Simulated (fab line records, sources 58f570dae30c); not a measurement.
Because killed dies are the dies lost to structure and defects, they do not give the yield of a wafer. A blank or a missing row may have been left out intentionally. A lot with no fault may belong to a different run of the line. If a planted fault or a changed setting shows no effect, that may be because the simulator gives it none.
Split-lot experiment ; flow berkeley_cmos170 ; 5 lots, 23 wafers read, on a route of 331 steps

== SPLIT DETAILS ==
At UCB170_PVT_IMPLANT_07, the setting dose_cm2 was moved away from the recipe's 2e+12 on 7 of the 23 wafers read, by -4.5% to +7.2%. All remaining wafers had this setting at the recipe value.

== BETWEEN THE SPLIT AND THE READING: the file shows 1 step in between ==
- UCB170_PVT_STRIP_08: strips in O2

== THE READING ==
PVT_TW, at UCB170_PVT_TW_MEAS_09. A value of 510 with a standard deviation of 3.4 is what fault-free wafers of this fab line usually give.

wafer;tool, chamber at the split;dose_cm2 as run;against the recipe;PVT_TW;against lot-mates on the recipe
L074.1;implanter-01, 0;2e+12;recipe;511;-
L074.2;implanter-01, 0;2e+12;recipe;512;-
L074.4;implanter-01, 0;2e+12;recipe;509;-
L074.5;implanter-01, 0;2e+12;recipe;510;-
L074.6;implanter-01, 0;2e+12;recipe;509;-
L075.1;implanter-02, 0;2e+12;recipe;510;-
L075.2;implanter-02, 0;1.909e+12;-4.5%;501;-8
L075.3;implanter-02, 0;1.909e+12;-4.5%;503;-6
L075.4;implanter-02, 0;2e+12;recipe;508;-
L075.6;implanter-02, 0;2e+12;recipe;509;-
L079.1;implanter-01, 0;2.052e+12;+2.6%;517;+6
L079.2;implanter-01, 0;2.052e+12;+2.6%;517;+6
L079.3;implanter-01, 0;2e+12;recipe;512;-
L079.5;implanter-01, 0;2e+12;recipe;510;-
L079.6;implanter-01, 0;2e+12;recipe;512;-
L081.1;implanter-01, 0;2.144e+12;+7.2%;521;+8
L081.2;implanter-01, 0;2.144e+12;+7.2%;523;+10
L081.4;implanter-01, 0;2.144e+12;+7.2%;526;+13
L081.5;implanter-01, 0;2e+12;recipe;514;-
L081.6;implanter-01, 0;2e+12;recipe;512;-
L085.1;implanter-01, 0;2e+12;recipe;504;-
L085.3;implanter-01, 0;2e+12;recipe;506;-
L085.6;implanter-01, 0;2e+12;recipe;505;-

FIT RESULTS
A straight line over all 23 wafers: PVT_TW changes by +1.9 for each +1% of dose_cm2; r = +0.91; the points scatter about the line by 2.6.
The same after taking each lot's own level away (the mean of its wafers on the recipe; 23 wafers): +1.5 for each +1%; r = +0.96; scatter 1.3.
On that fit, the largest move of dose_cm2 shifts the reading by 11.
Measured against the standard deviation above, the lots' own levels, which go from 505.0 to 513.0, span 2.4 times it.
In other words, the slope is changed by the lot-to-lot level; the two fits disagree.
Check: +11.8 against its lot-mates is what the line predicts for one of the wafers moved furthest among these (+7.2%) when that wafer is left out of the fit. Against them it came out at +8.

== THESE WAFERS: OTHER SPLITS ==
Before the reading, these wafers also passed through other splits. Each is held against what the fit with the lots' levels taken away leaves over:
other split on the same wafers;wafers away from the commonest value;r with PVT_TW (lot level and that fit taken away)
UCB170_NWELL_COAT_07 spin_rpm;9;-0.32
UCB170_NWELL_IMPLANT_14 dose_cm2;7;-0.04
UCB170_PWELL_COAT_08 resist_thk_nm;5;+0.24
UCB170_PWELL_ETCH_14 rf_w;9;-0.03
UCB170_ACTIVE_OXIDATION_02 temp_c;15;-0.04
UCB170_ACTIVE_COAT_08 spin_rpm;8;-0.05
UCB170_NVT_IMPLANT_07 energy_kev;9;-0.17

== FILE'S OWN FIT ==
PVT_TW changes by +1.59 for each +1% of dose_cm2, r = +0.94.
